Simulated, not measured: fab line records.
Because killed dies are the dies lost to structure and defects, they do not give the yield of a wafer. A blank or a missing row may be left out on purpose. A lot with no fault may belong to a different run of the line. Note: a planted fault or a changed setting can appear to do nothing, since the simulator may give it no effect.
fab line records | flow berkeley_cmos170
[record] lots = 5 wafers = 15 last_day = 12
route steps=331 shown M1@244
lots that met no fault: from a run of the same line without faults
start_h: hours from the record's opening day to when the first of the lot's shown wafers began | wait_h: how many hours have passed since the lot's step before this one | " as in the row above | L1.1+2: a row that stands for several wafers | - either no value or no given start | * or withheld: withheld | < > ~ a bound
route shown NAME@n: NAME is a module with steps in the file, n the number in the route of the first one | usual: mean and standard deviation over wafers with no fault | same: alike in all rows | chamber/n: place in a boat | sites: readings site by site | _std_site: the values' standard deviation | _edge_site: mean of outer sites minus mean of inner sites | radius_mm: how far each site lies from the wafer's centre | mask NAME#n: copy n | behind: the most recent tool/chamber to have shaped the wafer | hold: what put the lot on hold/how long, in hours/how the hold closed | device: the n, p or np transistor that did not switch | end of line: tests run on the same wafers once the route is complete | for a step that has no rows: nothing shown but its recipe | killed: dies that structure and defects cost at the first sort, which is not the same as the wafer's yield | map: the dies of a wafer, with x for killed, . for not killed, _ for no die there
set.NAME: the run value of the setting; set.NAME@STEP: its run value at that earlier step | model.NAME: the simulator's own value behind a step, which no gauge read
lots at some steps of the route; a table a step, a row a wafer
services: when a tool's chamber went out of use (start_h, in hours from the record's first day, below 0 if earlier), for how many hours, and the reason
[[steps]]
[step UCB170_M1_EXPOSE_06]
[recipe] mask_id = METAL1 target_cd_nm = 700 na = 0.5 sigma_outer = 0.6 source_shape = conventional dose_mj = 20.69
// columns lot.wafer tool chamber start_h wait_h mask
L076.1+3+6 krf_scanner-01 0 168.30 - METAL1#0
L077.4+5+6 krf_scanner-02 0 171.50 - METAL1#0
L082.1+3+6 krf_scanner-02 0 186.66 - METAL1#0
L092.1+2+4 krf_scanner-02 0 242.51 - METAL1#0
L096.1+2+5 krf_scanner-01 0 266.82 - METAL1#0
[step UCB170_M1_PEB_07]
[recipe] peb_temp_c = 130 peb_time_s = withheld resist = KrF
// columns lot.wafer tool chamber start_h wait_h
L076.1+3+6 litho_track-02 0 168.78 0.5
L077.4+5+6 litho_track-04 0 171.63 0.1
L082.1+3+6 litho_track-03 0 186.83 0.2
L092.1+2+4 litho_track-03 0 242.63 0.1
L096.1+2+5 litho_track-04 0 266.96 0.1
[step UCB170_M1_DEVELOP_08]
[recipe] developer = TMAH develop_time_s = 45 resist = KrF dev_temp_c = 21
[same] develop_time_s = 45
// columns lot.wafer tool chamber start_h wait_h
L076.1+3+6 litho_track-02 0 - -
L077.4+5+6 litho_track-04 0 - -
L082.1+3+6 litho_track-03 0 - -
L092.1+2+4 litho_track-03 0 - -
L096.1+2+5 litho_track-04 0 - -
[step UCB170_M1_CD_MEAS_09]
[recipe] target_cd_nm = 700
[usual] cd_nm = 699.9/1.3
// columns lot.wafer tool chamber start_h wait_h cd_nm
L076.1 cd_sem-02 - 169.05 - 698.8
L076.3 " - " " 698.8
L076.6 " - " " 698.1
L077.4 cd_sem-02 - 171.89 - 700.5
L077.5 " - " " 699.6
L077.6 " - " " 699.2
L082.1 cd_sem-01 - 187.10 - 701.4
L082.3 " - " " 701.4
L082.6 " - " " 701.4
L092.1 cd_sem-02 - 242.90 - 699.8
L092.2 " - " " 700.7
L092.4 " - " " 699.6
L096.1 cd_sem-01 - 267.25 - 699.5
L096.2 " - " " 698.8
L096.5 " - " " 698.6
[step UCB170_M1_OVL_MEAS_10]
[usual] M1_OVL = -1/5
// columns lot.wafer tool chamber start_h wait_h M1_OVL[nm]
L076.1 overlay-02 - 169.17 0.1 -9
L076.3 " - " " -16
L076.6 " - " " -8
L077.4 overlay-01 - 171.97 0.1 3
L077.5 " - " " 5
L077.6 " - " " 2
L082.1 overlay-02 - 187.22 0.1 -6
L082.3 " - " " -3
L082.6 " - " " -6
L092.1 overlay-01 - 243.02 0.1 1
L092.2 " - " " 1
L092.4 " - " " 0
L096.1 overlay-01 - 267.37 0.1 -5
L096.2 " - " " 6
L096.5 " - " " -3
[step UCB170_M1_ETCH_11]
[recipe] chemistry = N2/H2 target_depth_a = withheld overetch_a = withheld target = BARC time_s = withheld source_w = 500 bias_w = 100 pressure_mtorr = 30 n2_flow_sccm = 100 h2_flow_sccm = 200
[usual] drypump_motor_current_A = 5.6/0.49 oes_product_au = 1.007/0.023 throttle_valve_pct = 13.37/0.21
// columns lot.wafer tool chamber start_h wait_h drypump_motor_current_A oes_product_au throttle_valve_pct
L076.1 rie_diel-04 3 169.21 0.0 5.8 0.962 13.19
L076.3 " 1 " " 5.0 1.001 13.56
L076.6 " 0 " " 5.7 0.989 13.41
L077.4 rie_diel-01 2 171.99 0.0 5.9 1.018 13.50
L077.5 " 3 " " 6.1 1.032 13.54
L077.6 " 0 " " 6.1 1.039 13.24
L082.1 rie_diel-04 0 187.26 0.0 5.7 0.998 13.37
L082.3 " 2 " " 5.1 0.991 13.41
L082.6 " 1 " " 5.0 1.000 13.55
L092.1 rie_diel-01 1 243.06 0.0 6.3 0.988 13.46
L092.2 " 0 " " 6.0 1.041 13.24
L092.4 " 3 " " 6.1 1.023 13.53
L096.1 rie_diel-02 1 267.40 0.0 5.1 0.987 12.87
L096.2 " 0 " " 5.9 1.033 13.32
L096.5 " 3 " " 5.0 1.022 13.62
[step UCB170_M1_METAL_ETCH_12]
[recipe] chemistry = Cl2/BCl3 target = Al stop_on = PSG pressure_mtorr = 12 target_depth_a = 7800 over_etch_frac = 0.3 time_s = 130 icp_w = 600 bias_w = 120 Cl2_flow_sccm = 90 bcl3_flow_sccm = 45
[usual] drypump_motor_current_A = 5.9/0.49 oes_product_au = 0.853/0.01 throttle_valve_pct = 24.54/0.24
// columns lot.wafer tool chamber start_h wait_h drypump_motor_current_A oes_product_au rf_hours_counter_h throttle_valve_pct
L076.1 rie_metal-04 0 169.25 - 6.6 0.840 7.0 24.69
L076.3 " 0 " " 6.6 0.841 - 24.70
L076.6 " 1 " " 5.3 0.844 - 24.68
L077.4 rie_metal-02 1 172.08 - 5.9 0.868 - 24.82
L077.5 " 1 " " 5.9 0.870 - 24.81
L077.6 " 0 " " 6.0 0.861 - 24.07
L082.1 rie_metal-03 1 187.30 - 5.4 0.828 2.0 24.47
L082.3 " 0 " " 6.5 0.854 - 24.51
L082.6 " 1 " " 5.4 0.837 - 24.48
L092.1 rie_metal-04 1 243.10 - 5.3 0.843 4.9 24.67
L092.2 " 0 " " 6.6 0.848 9.2 24.67
L092.4 " 1 " " 5.3 0.862 - 24.68
L096.1 rie_metal-02 0 267.44 - 6.0 0.851 4.2 24.06
L096.2 " 1 " " 5.8 0.845 9.5 24.83
L096.5 " 1 " " 5.8 0.836 - 24.83
[[services]]
// columns tool chamber start_h hours kind
rie_diel-04 1 147.02 4.0 repair
krf_scanner-02 - 159.35 1.3 pm
rie_metal-03 - 185.23 0.5 repair
rie_diel-01 - 195.39 28.1 pm
krf_scanner-02 - 203.73 0.8 pm
rie_metal-03 - 208.29 1.0 repair
krf_scanner-02 - 219.97 0.8 pm
rie_diel-01 - 232.02 1.2 repair
rie_diel-04 1 233.14 3.9 repair
rie_diel-04 1 253.47 1.8 repair
rie_diel-04 1 255.23 - clean
rie_diel-04 1 255.23 25.6 scheduled_down
rie_diel-04 1 255.23 25.6 vent_cycle
krf_scanner-01 - 261.34 1.0 pm
krf_scanner-02 - 262.34 1.0 pm
[[key]]
fault none
